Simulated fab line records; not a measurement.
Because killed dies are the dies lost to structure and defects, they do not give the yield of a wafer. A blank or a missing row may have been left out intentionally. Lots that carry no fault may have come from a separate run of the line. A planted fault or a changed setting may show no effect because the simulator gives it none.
What tool caused it?	flow berkeley cmos170	7 lots with 21 wafers sampled at 2 steps, on a route of 331 steps

## WHAT THE GAUGES SHOWED, per wafer
UCB170_ACTIVE_THK_MEAS_03.
lot	measured	on	ACTIVE_OXIDE_THK (nm)
L227	day 4 17:43	film metro-04	27.1 26.8 26.3
L230	day 5 01:41	film metro-03	26.6 26.6 26.4
L232	day 6 02:28	film metro-04	25.7 26.2 26.0
L238	day 7 05:58	film metro-01	32.4 32.9 33.1
L242	day 7 18:12	film metro-01	27.1 27.1 26.7
L243	day 8 14:55	film metro-04	26.9 27.1 27.3
L246	day 8 14:55	film metro-01	26.5 26.4 26.6

## TOOL THAT RAN EACH LOT (tool first, then ch and the chambers of the sampled wafers, then the start)
lot	UCB170_ACTIVE_OXIDATION_02
L227	furnace-04 ch 0, day 4 16:18
L230	furnace-02 ch 0, day 5 00:20
L232	furnace-04 ch 0, day 6 01:05
L238	furnace-01 ch 0, day 7 04:37
L242	furnace-04 ch 0, day 7 16:51
L243	furnace-02 ch 0, day 8 13:34
L246	furnace-02 ch 0, day 8 13:34
- UCB170_ACTIVE_OXIDATION_02: target thk 26.4 nm, ox time 1260 s.

## THE ANSWER, worked out from the rows above alone
Rule: what is usual is taken from the lots themselves. The widest of any qualifying gaps counts: lots, ordered by their means at a reading, are off when they make up no more than a third of the lots, leave a main group of 4 or more, and stand apart from it by 3 or more times the standard deviation of that group's means. A main group is skipped when, at the precision printed for the reading in the tables above, its means are all equal. Also off: a lot with no number at a reading for which 4 or more lots have one. The other lots that the step has rows for count as sound.
Off: L238, at UCB170_ACTIVE_THK_MEAS_03 (ACTIVE_OXIDE_THK). Mean 26.6 nm and standard deviation 0.37 in the main group.
If a tool, at a process step before that reading, ran all the lots that are off and no sound lot after the first of them, it fits. Gauges at UCB170_ACTIVE_THK_MEAS_03: tried the same way as those tools. One candidate fits, namely furnace-01 at UCB170_ACTIVE_OXIDATION_02. It ran no sound lot before its first lot that is off in this sample, so the start can't be narrowed down.

## WHAT HAD BEEN PUT IN BY THE SIMULATOR
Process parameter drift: furnace-01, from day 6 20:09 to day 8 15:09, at UCB170_ACTIVE_OXIDATION_02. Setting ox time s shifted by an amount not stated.
Lots struck among those shown: L238. The rule above found the same.
